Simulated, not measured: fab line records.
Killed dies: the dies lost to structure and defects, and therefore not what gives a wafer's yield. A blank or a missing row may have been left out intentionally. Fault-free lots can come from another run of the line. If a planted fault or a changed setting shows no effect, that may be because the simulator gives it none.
Comparing a struck lot with a sound one	flow rit cmos	14 out of 202 route steps
Sound: wafers L211.1, L211.2, L211.4. Wafers struck: L216.1, L216.4, L216.5. At the end, the cause is stated.
Per side, at each step with rows, come the tool, then ch with its chambers, and then its first start. Under that, the readings that differ: sound wafers	struck wafers	difference of the means	sigmas: that difference in standard deviations of wafers without a fault.
alike: words and numbers the same on both sides, and readings whose means are apart by under 2 such deviations; not compared: readings that were withheld, readings missing a value for some wafer, numbers with overlapping values and no deviation given by the record, and bounds like >300 which may hide the same value.
The two part at a step that has a row with sigmas, a row that says differs or no value, or rows on one side only. Non-overlapping numbers with no deviation appear without sigmas and do not part them. Lack of a reading on every wafer of one side parts them only where that side has two or more wafers.

first, 1 step without rows for these wafers: RIT_CONTACT_HARDBAKE_10 (time 60 s).
RIT_CONTACT_ETCH_11: etches SiO2 in CHF3/CF4/Ar, stops on TiSi2, target depth 480 nm, time 320 s.
  sound on rie diel-02 ch 1,2,3, day 5 21:46; struck on rie diel-03 ch 0,1,3, day 6 17:23
  alike: cf4 flow sccm, drypump motor current A, oes product au, throttle valve pct
  not compared: rf hours counter h
RIT_CONTACT_STRIP_12: strips in O2, time 180 s.
  sound on plasma asher-03 ch 0,1, day 5 21:58; struck on plasma asher-03 ch 1, day 6 17:35
  alike: drypump motor current A, rf refl power W
  not compared: rf hours counter h
RIT_CONTACT_CD_MEAS_90: target cd 1000 nm.
  sound on cd sem-02, day 5 22:08; struck on cd sem-02, day 6 17:45
  alike: cd nm
then, 2 steps without rows for these wafers: RIT_CONTACT_CLEAN_13 (cleans in SC1, time 600 s); RIT_CONTACT_CLEAN_14 (cleans in SC2, time 600 s).
RIT_M1_SPUTTER_00: material Al, target thk 400 nm, time 500 s.
  sound on pvd sputter-03, day 5 22:37; struck on pvd sputter-01, day 6 18:13
  alike: throttle valve pct
RIT_M1_RS_MEAS_01: uses a four-point probe to measure.
  sound on film metro-03, day 5 22:55; struck on film metro-02, day 6 18:31
  alike: M1_AL_RS
RIT_M1_THK_MEAS_02: measures by xrf.
  sound on film metro-03, day 5 23:02; struck on film metro-02, day 6 18:38
  alike: M1_AL_THK
then, 3 steps without rows for these wafers: RIT_M1_HMDS_03 (prime time 60 s); RIT_M1_COAT_04 (resist thk 1300 nm); RIT_M1_SOFTBAKE_05 (time 60 s).
RIT_M1_EXPOSE_06: exposes mask M12, target cd 2600 nm.
  sound on iline stepper-02 ch 0, day 5 23:40; struck on iline stepper-02, day 6 19:09
  no value came back on the struck wafers for exposure dose mJ cm2, focus offset nm (nm), reticle temp C (C); on the sound wafers exposure dose mJ cm2 reads 252.36 252.24 252.33
  alike: mask
next, for these wafers, 1 step has no rows: RIT_M1_PEB_07.

== WHERE THEY PART ==
RIT_M1_EXPOSE_06 only, going by this record.

WHY: whatever the simulator had introduced
Entire step skipped (iline stepper-02, RIT_M1_EXPOSE_06), from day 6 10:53 onward. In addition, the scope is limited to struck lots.
